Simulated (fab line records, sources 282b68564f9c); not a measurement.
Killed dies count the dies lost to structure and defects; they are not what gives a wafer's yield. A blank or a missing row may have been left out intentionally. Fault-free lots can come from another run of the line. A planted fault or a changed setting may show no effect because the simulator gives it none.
Struck lot and sound lot, side by side / flow rit_cmos / 27 steps out of a route of 202
Sound: the wafers L654.2, L654.4, L654.5. Wafers L666.1, L666.2, L666.3 were the ones struck. Last of all comes the cause.
At each step with rows: each side's tool, then ch and its chambers, then its first start. Under that, the readings that differ: sound wafers / struck wafers / difference of the means / sigmas: that difference in standard deviations of wafers without a fault.
alike: readings with means less than 2 such deviations apart, plus words and numbers identical on both sides. not compared: withheld readings, readings lacking a value on some wafer, bounds such as >300 that could conceal the same value, and numbers that have no deviation in the record and whose values overlap.
The two part at a step that has a row with sigmas, a row that says differs or no value, or rows on one side only. When numbers do not overlap yet have no deviation, they are printed without sigmas and do not part them. A reading missing from all wafers of one side parts the sides only when that side holds two or more wafers.

RIT_ACTIVE_BOW_MEAS_00:
  sound: film_metro-03 at day 1 15:01; struck: film_metro-01 at day 4 03:00
  alike: INCOMING_BOW
RIT_ACTIVE_OXIDATION_01: target thk 46.8 nm, ox time 3360 s.
  sound on furnace-04 ch 0, day 1 15:07; struck on furnace-04 ch 0, day 4 03:07
reading=spike_tc_centre_C (C); sound=1001.3 1001.4 1002.7; struck=1015.7 1019.0 1017.9; difference=+15.7; sigmas=+14
reading=spike_tc_load_C (C); sound=1026.7 1026.5 1024.1; struck=1041.2 1041.6 1041.1; difference=+15.5; sigmas=+13
reading=spike_tc_source_C (C); sound=1024.2 1026.5 1025.4; struck=1040.6 1040.3 1039.9; difference=+14.9; sigmas=+15
reading=tube_center_temp_C (C); sound=1000.1 1000.1 1000; struck=1015.2 1015 1014.8; difference=+14.9; sigmas=+99 or more
reading=tube_center_temp_C_max; sound=1002.5 1002.1 1002.6; struck=1017.7 1017.0 1017.6; difference=+15.0; sigmas=+36
reading=model.SiO2_of_ACTIVE_OXIDATION_01.thk_nm (nm); sound=46.66 47.09 47.03; struck=52.79 53.04 53.02; difference=+6.02; sigmas=
  alike: zone_power_source_pct
RIT_ACTIVE_THK_MEAS_02:
  sound: film_metro-03 at day 1 17:04; struck: film_metro-01 at day 4 05:17
reading=ACTIVE_OXIDE_THK (nm); sound=46.6 47.1 47.0; struck=52.8 53.1 53.1; difference=+6.1; sigmas=+7
  not compared: hold
RIT_ACTIVE_THK_MEAS_04:
  sound: film_metro-04 at day 1 18:32; struck: film_metro-01 at day 4 09:41
  alike: ACTIVE_NITRIDE_THK
then, 6 steps without rows for these wafers: RIT_ACTIVE_HMDS_05 (prime time 60 s); RIT_ACTIVE_COAT_06 (resist thk 1000 nm); RIT_ACTIVE_SOFTBAKE_07 (time 60 s); RIT_ACTIVE_EXPOSE_08 (exposes mask M1, target cd 1400 nm); RIT_ACTIVE_PEB_09; RIT_ACTIVE_DEVELOP_10 (develop time 50 s).
RIT_ACTIVE_CD_MEAS_11 targets a cd of 1400 nm.
  sound: cd_sem-01 at day 1 19:35; struck: cd_sem-02 at day 4 11:01
  alike: cd_nm
then, 1 step without rows for these wafers: RIT_ACTIVE_HARDBAKE_12 (time 60 s).
RIT_ACTIVE_ETCH_13: etches Si3N4 in SF6, stops on SiO2, time 210 s, target depth 210 nm.
  sound on rie_diel-04 ch 0,2, day 1 19:50; struck on rie_diel-03 ch 0,1,3, day 4 11:17
  alike: drypump_motor_current_A, oes_product_au, throttle_valve_pct
  not compared: rf_hours_counter_h
RIT_ACTIVE_STRIP_14: strips in O2, time 180 s.
  sound on plasma_asher-03 ch 0,1, day 1 19:58; struck on plasma_asher-03 ch 0,1, day 4 11:26
  alike: drypump_motor_current_A
  not compared: rf_hours_counter_h
RIT_ACTIVE_CD_MEAS_90 targets a cd of 1400 nm.
  sound: cd_sem-02 at day 1 20:10; struck: cd_sem-02 at day 4 11:36
  alike: cd_nm
then, 4 steps without rows for these wafers: RIT_ACTIVE_CLEAN_15 (cleans in SC1, time 600 s); RIT_ACTIVE_CLEAN_16 (cleans in dHF, time 30 s); RIT_ACTIVE_CLEAN_17 (cleans in SC2, time 600 s); RIT_FOX1_OXIDATION_00 (target thk 350.7 nm, ox time 1130 s).
RIT_FOX1_THK_MEAS_01:
  sound: film_metro-04 at day 1 21:57; struck: film_metro-01 at day 4 13:25
  alike: FOX1_OXIDE_THK
then, 2 steps without rows for these wafers: RIT_FOX1_WET_ETCH_02 (etches SiO2 in BOE, target depth 350 nm, time 390 s); RIT_FOX2_OXIDATION_00 (target thk 350.7 nm, ox time 1130 s).
RIT_FOX2_THK_MEAS_01:
  sound: film_metro-03 at day 1 23:28; struck: film_metro-02 at day 4 15:00
  alike: FOX2_OXIDE_THK
then, 1 step without rows for these wafers: RIT_FOX2_CLEAN_02 (cleans in dHF, time 180 s).
RIT_FOX2_WET_ETCH_03: etches Si3N4 in H3PO4, target depth 195 nm, time 2700 s.
  sound on wet_bench-04 ch 0, day 1 23:34; struck on wet_bench-01 ch 2, day 4 15:11
reading=model.SiO2_of_ACTIVE_OXIDATION_01.thk_nm (nm); sound=40.72 40.14 41.04; struck=47.01 47.29 47.28; difference=+6.56; sigmas=
  alike: bath_heat_duty_pct
RIT_FOX2_THK_MEAS_90:
  sound: film_metro-01 at day 2 00:20; struck: film_metro-02 at day 4 15:56
  alike: FIELD_OXIDE_LEFT_1_THK
then, 1 step without rows for these wafers: RIT_M1_PROBE_99.

## WHERE THEY PART
Last at RIT_ACTIVE_THK_MEAS_02 as far as this record goes, first at RIT_ACTIVE_OXIDATION_01. Later steps at which nothing parts them and some readings are alike: RIT_ACTIVE_THK_MEAS_04, RIT_ACTIVE_CD_MEAS_11, RIT_ACTIVE_ETCH_13, RIT_ACTIVE_STRIP_14, RIT_ACTIVE_CD_MEAS_90, RIT_FOX1_THK_MEAS_01, RIT_FOX2_THK_MEAS_01, RIT_FOX2_WET_ETCH_03, RIT_FOX2_THK_MEAS_90.

WHY: what had been put in by the simulator
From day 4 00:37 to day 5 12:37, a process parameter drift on furnace-04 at RIT_ACTIVE_OXIDATION_01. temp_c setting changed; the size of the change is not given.
